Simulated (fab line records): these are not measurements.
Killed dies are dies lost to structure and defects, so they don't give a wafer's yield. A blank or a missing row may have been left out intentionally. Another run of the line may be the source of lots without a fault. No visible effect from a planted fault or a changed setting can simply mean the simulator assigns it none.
2 desks looking at one fault	flow rit cmos	only its own numbers are on each desk; what lay behind them is given at the end

## FROM THE METROLOGY DESK
Lot by lot, what the gauges showed, no matter which tool ran the lot: averages of those sampled wafers that carry a number. Marked OUT: a lot whose mean sits more than 4 standard deviations from the usual mean, which makes it out of limits; the brackets give that distance.
Columns: A = M1_AL_RS at RIT_M1_RS_MEAS_01, usual 0.0755 ohm/sq; B = M1_AL_THK at RIT_M1_THK_MEAS_02, usual 384 nm; C = cd nm at RIT_M1_CD_MEAS_09, usual 2600.6 nm; D = M1_OVL at RIT_M1_OVL_MEAS_10, usual 0.4 nm
lot	first seen here	A	B	C	D
L532	day 3 17:10	0.0765	378	2601.2	-1.2
L533	day 3 23:44	0.0758	384	2605.2	1.3
L541	day 5 15:01	0.0750	391	2599.1	1.0
L544	day 6 04:12	0.0753	383	2599.2	1.7
L546	day 6 14:40	0.0751	386	2600.3	1.8
L548	day 6 23:43	0.0764	378	2597.4	-0.3
Finding of this desk: none of the 6 lots has anything out of limits.

## TOOL OWNER'S DESK, rie metal-03
The tool's own readings at RIT_M1_METAL_ETCH_12 (etches Al in Cl2/BCl3, stops on SiO2, time 165 s, target depth 600 nm): means of the sampled wafers that have a number, for each lot that ran on this tool. Marked OUT: a lot whose mean sits more than 4 standard deviations from the usual mean, which makes it out of limits; the brackets give that distance.
Columns: A = chamber pressure mTorr at RIT_M1_METAL_ETCH_12, usual 99.99 mTorr; B = drypump motor current A at RIT_M1_METAL_ETCH_12, usual 5.24 A; C = oes product au at RIT_M1_METAL_ETCH_12, usual 0.771 a.u.; D = throttle valve pct at RIT_M1_METAL_ETCH_12, usual 8.24 %
lot	first seen here	A	B	C	D
L532	day 3 18:37	99.97	5.17	0.743	8.34
L541	day 5 16:41	116.66 (+99 or more) OUT	5.47	0.756	8.36
L544	day 6 05:47	116.71 (+99 or more) OUT	5.46	0.761	8.36
This desk's finding: out of limits on L541, L544; first on L541, day 5 16:41 (chamber pressure mTorr at RIT_M1_METAL_ETCH_12). Within limits: L532.

## PUT TOGETHER
The tool owner's desk could have raised an alarm at day 5 16:41, on L541, L544.
The metrology desk saw nothing out of limits.
The metrology desk has L541, L544 on record, within its limits.
On rie metal-03, each named lot ran RIT_M1_METAL_ETCH_12.

## WHAT THE SIMULATOR HAD INSERTED
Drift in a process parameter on rie metal-03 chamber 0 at RIT_M1_METAL_ETCH_12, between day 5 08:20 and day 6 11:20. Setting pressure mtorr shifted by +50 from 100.
Struck lots among those shown: L541, L544.
Time in hours from fault onset to the first out-of-limits reading at each desk: the tool owner's desk, 8.
